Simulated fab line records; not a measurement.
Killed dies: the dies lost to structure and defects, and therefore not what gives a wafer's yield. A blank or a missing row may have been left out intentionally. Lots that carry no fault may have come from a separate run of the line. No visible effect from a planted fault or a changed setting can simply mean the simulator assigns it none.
Which tool was responsible? -- flow rit_cmos -- 14 lots with 42 wafers sampled at 2 steps, on a route of 202 steps

## WHAT EACH GAUGE READ, for each wafer
The record lacks any reading of a measuring or inspecting step that a usual standard deviation could be used to judge.

## WHAT TOOL EACH LOT RAN ON (gives the tool, then ch and the chambers of the sampled wafers, and finally the start)
lot,RIT_NRETRO_COAT_01,RIT_M1_PROBE_99
L806,"litho_track-04 ch 0, day 2 09:50",-
L807,"litho_track-02 ch 0, day 2 16:55",-
L808,"litho_track-04 ch 0, day 2 21:24",-
L809,"litho_track-03 ch 0, day 3 02:04",-
L810,"litho_track-04 ch 0, day 3 06:26",-
L811,"litho_track-02 ch 0, day 3 14:49","prober-01, day 4 21:18"
L814,"litho_track-02 ch 0, day 4 08:05",-
L815,"litho_track-02 ch 0, day 4 12:47","prober-01, day 6 00:34"
L818,"litho_track-03 ch 0, day 5 02:48",-
L819,"litho_track-03 ch 0, day 5 10:16",-
L825,"litho_track-04 ch 0, day 6 11:42",-
L826,"litho_track-04 ch 0, day 6 16:44",-
L828,"litho_track-03 ch 0, day 7 00:10",-
L827,"litho_track-03 ch 0, day 18 09:38",-
- RIT_NRETRO_COAT_01: resist thk 1300 nm.
- RIT_M1_PROBE_99

## WHAT THE TOOLS THEMSELVES READ (means of the sampled wafers that have a number; where no wafer has one, the mark that the record gives instead)
RIT_NRETRO_COAT_01. Usual: spin_speed_rpm at 2000.0 rpm, with a standard deviation of 1.2.
lot,tool,spin_speed_rpm (rpm),flag
L806,litho_track-04,2000.9,
L807,litho_track-02,2000.3,
L808,litho_track-04,2000.2,
L809,litho_track-03,2000.6,
L810,litho_track-04,2000.4,
L811,litho_track-02,1998.9,
L814,litho_track-02,1999.2,
L815,litho_track-02,1999.8,
L818,litho_track-03,1999.5,
L819,litho_track-03,2002.6,
L825,litho_track-04,1660.3,OFF
L826,litho_track-04,1659.1,OFF
L828,litho_track-03,1999.1,
L827,litho_track-03,1999.5,

RIT_M1_PROBE_99. Usual: killed_at_contacts 0.1, standard deviation 0.27; killed_at_front_end 6, standard deviation 3; killed_dies 7, standard deviation 3; killed_open 3.1, standard deviation 2; killed_short 3.4, standard deviation 2.
lot,tool,killed_at_contacts,killed_at_front_end,killed_dies,killed_open,killed_short,flag
L811,prober-01,0.0,6,6,2.3,3.7,
L815,prober-01,0.0,8,8,4.0,4.3,

## THE ANSWER, worked out from the rows above alone
Rule: a lot counts as off when the mean over its wafers that have a number is more than 3 standard deviations away from the usual mean. A lot without any number at a reading at which 4 lots or more have one is off too. The other lots that the step has rows for count as sound. The gauges are gone through in route order, then the tools' own readings, and for those a lot's mean is taken as printed above. The first step at which some lot is off is used, and at that step the reading that is off furthest; a lot without a number counts as furthest.
Off: L825, L826, at RIT_NRETRO_COAT_01 (spin_speed_rpm).
A tool fits if, at that step or a process step before it, it ran every lot that is off, and no sound lot after the first of them. One candidate fits, namely litho_track-04 at RIT_NRETRO_COAT_01. A fault onset in the window from L810 (day 3 06:26, its last sound lot) to L825 (day 6 11:42, its first lot off) fits.
The tool's own readings at RIT_NRETRO_COAT_01 bear it out: on the lots that are off they differ by more than 5 times the standard deviation of the sound lots' means. spin_speed_rpm reads 1659.7 rpm there against 2000.1 rpm on the sound lots.

## WHAT HAD BEEN PUT IN BY THE SIMULATOR
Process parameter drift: litho_track-04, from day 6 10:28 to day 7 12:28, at RIT_NRETRO_COAT_01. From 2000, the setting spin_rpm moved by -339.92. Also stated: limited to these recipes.
Struck lots among those shown: L825, L826. This agrees with what the rule above found.
